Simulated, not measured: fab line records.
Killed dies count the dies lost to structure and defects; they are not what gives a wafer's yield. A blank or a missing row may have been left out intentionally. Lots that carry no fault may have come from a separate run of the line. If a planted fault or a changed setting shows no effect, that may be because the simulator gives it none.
Split-lot study | flow berkeley cmos170 | route with 331 steps; 5 lots, 23 wafers read

== ABOUT THE SPLIT ==
At UCB170_PSD_EXPOSE_03 (exposes mask PSELECT MOD, target cd 1200 nm), the setting dose mj was moved away from the recipe's 30 on 8 of the 23 wafers read, by -5.3% to +2.2%. For the rest of the wafers, this setting stayed at what the recipe calls for.

== FROM THE SPLIT TO THE READING: what the file shows between them, 2 steps ==
- UCB170_PSD_PEB_04
- UCB170_PSD_DEVELOP_05: develop time 45 s

== THE READING ==
At UCB170_PSD_CD_MEAS_06: cd nm in nanometres, against a target cd of 1200 nm. Typical for fault-free wafers on this fab line: 1201.1 nm, with standard deviation 1.4 nm.

wafer  | tool, chamber at the split | dose mj as run | against the recipe | cd nm, nm | against lot-mates on the recipe
L074.1 | krf scanner-01, 0          | 28.41          | -5.3%              | 1189.9    | -9.7
L074.3 | krf scanner-01, 0          | 30             | recipe             | 1199.4    | -
L074.4 | krf scanner-01, 0          | 30             | recipe             | 1200.0    | -
L074.5 | krf scanner-01, 0          | 28.41          | -5.3%              | 1190.8    | -8.8
L074.6 | krf scanner-01, 0          | 30             | recipe             | 1199.5    | -
L077.3 | krf scanner-02, 0          | 30             | recipe             | 1201.8    | -
L077.5 | krf scanner-02, 0          | 30             | recipe             | 1201.4    | -
L077.6 | krf scanner-02, 0          | 30             | recipe             | 1200.4    | -
L079.1 | krf scanner-01, 0          | 30             | recipe             | 1200.0    | -
L079.2 | krf scanner-01, 0          | 30             | recipe             | 1201.2    | -
L079.4 | krf scanner-01, 0          | 30             | recipe             | 1198.5    | -
L079.5 | krf scanner-01, 0          | 30             | recipe             | 1201.3    | -
L079.6 | krf scanner-01, 0          | 30             | recipe             | 1198.6    | -
L082.2 | krf scanner-01, 0          | 30.67          | +2.2%              | 1207.6    | +6.6
L082.3 | krf scanner-01, 0          | 30             | recipe             | 1201.0    | -
L082.4 | krf scanner-01, 0          | 30             | recipe             | 1201.0    | -
L082.5 | krf scanner-01, 0          | 30.67          | +2.2%              | 1207.5    | +6.5
L082.6 | krf scanner-01, 0          | 30.67          | +2.2%              | 1205.5    | +4.5
L083.1 | krf scanner-01, 0          | 30.58          | +1.9%              | 1205.8    | +3.5
L083.2 | krf scanner-01, 0          | 30             | recipe             | 1202.1    | -
L083.3 | krf scanner-01, 0          | 30.58          | +1.9%              | 1209.4    | +7.1
L083.4 | krf scanner-01, 0          | 30             | recipe             | 1202.5    | -
L083.5 | krf scanner-01, 0          | 30.58          | +1.9%              | 1207.4    | +5.1

THE FIT
A straight line over all 23 wafers: cd nm changes by +2.3 nm for each +1% of dose mj; r = +0.95; the points scatter about the line by 1.6 nm.
The same after taking each lot's own level away (the mean of its wafers on the recipe; 23 wafers): +2.03 nm for each +1%; r = +0.96; scatter 1.2 nm.
On that fit, the largest move of dose mj shifts the reading by 11 nm.
The span of the lots' own levels, 1199.63 to 1202.30 nm, comes to 1.9 times the standard deviation stated above.
Hence the slope depends on the lot-to-lot level, as the two fits are not the same.
Check: -10.6 nm against its lot-mates is what the line predicts for one of the wafers moved furthest among these (-5.3%) when that wafer is left out of the fit. It came out at -9.73 nm against them.

== THE OTHER SPLITS THESE WAFERS WENT THROUGH ==
These wafers also went through other splits before the reading. Each is held against what the fit with the lots' levels taken away leaves over:
other split on the same wafers   | wafers away from the commonest value | r with cd nm (lot level and that fit taken away)
UCB170_NLDD_EXPOSE_03 dose mj    | 8                                    | +0.25
UCB170_PSD_COAT_01 resist thk nm | 7                                    | -0.68

== FILE'S OWN FIT ==
cd nm changes by +1.98 nm for each +1% of dose mj, r = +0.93.
